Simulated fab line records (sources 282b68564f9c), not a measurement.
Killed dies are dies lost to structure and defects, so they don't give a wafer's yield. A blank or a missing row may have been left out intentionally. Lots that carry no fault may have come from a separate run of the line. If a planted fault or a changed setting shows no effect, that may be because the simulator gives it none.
Which tool is to blame? ; flow rit-cmos ; 39 wafers from 13 lots sampled at 4 of the route's 202 steps

WHAT THE GAUGES READ, wafer by wafer
RIT_M1_CD_MEAS_09 targets a cd of 2600 nm.
lot;measured;on;cd-nm (nm)
L929;day 3 13:12;cd-sem-02;2601.7 2602.9 2599.8
L930;day 3 22:30;cd-sem-02;2600.9 2600.1 2599.6
L932;day 4 09:41;cd-sem-01;2599.2 2601.2 2599.9
L934;day 4 18:53;cd-sem-01;2599.8 2600.3 2598.2
L935;day 4 19:25;cd-sem-01;2599.4 2599.6 2600.5
L937;day 5 13:51;cd-sem-01;2599.7 2600.9 2599.6
L939;day 5 19:35;cd-sem-01;2602.8 2603.2 2604.3
L941;day 6 03:53;cd-sem-02;2598.4 2598.4 2599.7
L942;day 6 15:16;cd-sem-01;2594.2 2594.8 2593.7
L944;day 7 03:41;cd-sem-01;2594.7 2597.8 2597.4
L946;day 7 15:36;cd-sem-01;2603.2 2602.9 2604.1
L947;day 7 17:01;cd-sem-01;2601.1 2598.5 2599.8
L952;day 9 02:35;cd-sem-01;2602.0 2602.8 2601.2

WHAT TOOL EACH LOT RAN ON (gives the tool, then ch and the chambers of the sampled wafers, and finally the start)
lot;RIT_NRETRO_STRIP_09;RIT_NSD_EXPOSE_03;RIT_CONTACT_ETCH_11
L929;plasma-asher-03 ch 0,1, day 2 10:11;iline-stepper-02 ch 0, day 3 05:28;rie-diel-02 ch 0,1,3, day 3 10:58
L930;plasma-asher-04 ch 0,1, day 2 16:47;iline-stepper-02 ch 0, day 3 14:50;rie-diel-03 ch 0,1,3, day 3 20:18
L932;plasma-asher-04 ch 0,1, day 2 22:51;iline-stepper-02 ch 0, day 4 02:11;rie-diel-01 ch 0,1, day 4 07:26
L934;plasma-asher-04 ch 0,1, day 3 12:05;iline-stepper-02 ch 0, day 4 11:18;rie-diel-01 ch 0,3, day 4 16:40
L935;plasma-asher-03 ch 0,1, day 3 15:58;iline-stepper-01 ch 0, day 4 11:35;rie-diel-03 ch 0,1,2, day 4 17:00
L937;plasma-asher-04 ch 0,1, day 4 06:41;iline-stepper-02 ch 0, day 5 06:01;rie-diel-02 ch 0,1, day 5 11:23
L939;plasma-asher-01 ch 0,1, day 4 13:50;iline-stepper-01 ch 0, day 5 11:38;rie-diel-03 ch 2,3, day 5 17:14
L941;plasma-asher-04 ch 0,1, day 4 19:41;iline-stepper-01 ch 0, day 5 20:02;rie-diel-01 ch 0,1, day 6 01:28
L942;plasma-asher-03 ch 1, day 5 01:04;iline-stepper-01 ch 0, day 6 07:37;rie-diel-01 ch 1,3, day 6 12:56
L944;plasma-asher-04 ch 0, day 5 15:40;iline-stepper-02 ch 0, day 6 19:55;rie-diel-03 ch 1,3, day 7 01:26
L946;plasma-asher-03 ch 1, day 6 03:02;iline-stepper-02 ch 0, day 7 07:46;rie-diel-01 ch 1,2, day 7 13:20
L947;plasma-asher-04 ch 0,1, day 6 05:32;iline-stepper-01 ch 0, day 7 08:58;rie-diel-03 ch 0,1, day 7 14:37
L952;plasma-asher-04 ch 1, day 7 15:36;iline-stepper-01 ch 0, day 8 18:18;rie-diel-02 ch 0,3, day 8 23:55
- RIT_NRETRO_STRIP_09: strips in O2, time 180 s.
- RIT_NSD_EXPOSE_03: exposes mask M9, target cd 40700 nm.
- RIT_CONTACT_ETCH_11: etches SiO2 in CHF3/CF4/Ar, stops on TiSi2, target depth 480 nm, time 320 s.

WHAT THE TOOLS THEMSELVES READ (means of the sampled wafers that have a number; where no wafer has one, the mark that the record gives instead)
RIT_NRETRO_STRIP_09.
lot;tool;drypump-motor-current-A (A)
L929;plasma-asher-03;5.7
L930;plasma-asher-04;5.5
L932;plasma-asher-04;5.4
L934;plasma-asher-04;5.8
L935;plasma-asher-03;5.6
L937;plasma-asher-04;5.8
L939;plasma-asher-01;5.5
L941;plasma-asher-04;5.4
L942;plasma-asher-03;5.4
L944;plasma-asher-04;5.1
L946;plasma-asher-03;5.4
L947;plasma-asher-04;5.8
L952;plasma-asher-04;6.2

RIT_CONTACT_ETCH_11.
lot;tool;O2_flow_sccm (sccm);drypump-motor-current-A (A);oes-product-au (a.u.);throttle-valve-pct (%)
L929;rie-diel-02;5.000;5.7;0.994;8.83
L930;rie-diel-03;4.993;5.6;0.974;8.79
L932;rie-diel-01;4.995;6.1;0.991;9.04
L934;rie-diel-01;5.004;6.0;0.998;8.90
L935;rie-diel-03;5.007;5.6;0.982;8.87
L937;rie-diel-02;5.009;5.6;1.000;8.69
L939;rie-diel-03;5.002;5.2;0.993;8.84
L941;rie-diel-01;5.001;5.9;0.988;9.03
L942;rie-diel-01;5.001;5.8;0.990;8.94
L944;rie-diel-03;5.006;5.1;0.988;8.77
L946;rie-diel-01;5.003;5.7;0.982;8.90
L947;rie-diel-03;4.999;5.5;0.986;8.88
L952;rie-diel-02;4.986;5.8;1.001;8.95

THE ANSWER, worked out from the rows above alone
Rule: what is usual is taken from the lots themselves. Put in order of their means at a reading, lots are off if they are a third of the lots or fewer, leave a main group of 4 or more, and stand apart from it by a gap of 3 or more times the standard deviation of the main group's means; of several such gaps the widest counts. The tables above print the reading to a certain number of digits; a main group whose means all agree to those digits is not used. Also off: a lot with no number at a reading for which 4 or more lots have one. Any other lot the step has rows for is counted as sound. After the gauges, taken in route order, come the tools' own readings; for these a lot's mean is taken, as printed above. The first step at which some lot is off is used, and at that step the reading that is off furthest; a lot without a number counts as furthest.
No lot is off at any reading shown: from this, nothing can be told.

WHAT HAD BEEN PUT IN BY THE SIMULATOR
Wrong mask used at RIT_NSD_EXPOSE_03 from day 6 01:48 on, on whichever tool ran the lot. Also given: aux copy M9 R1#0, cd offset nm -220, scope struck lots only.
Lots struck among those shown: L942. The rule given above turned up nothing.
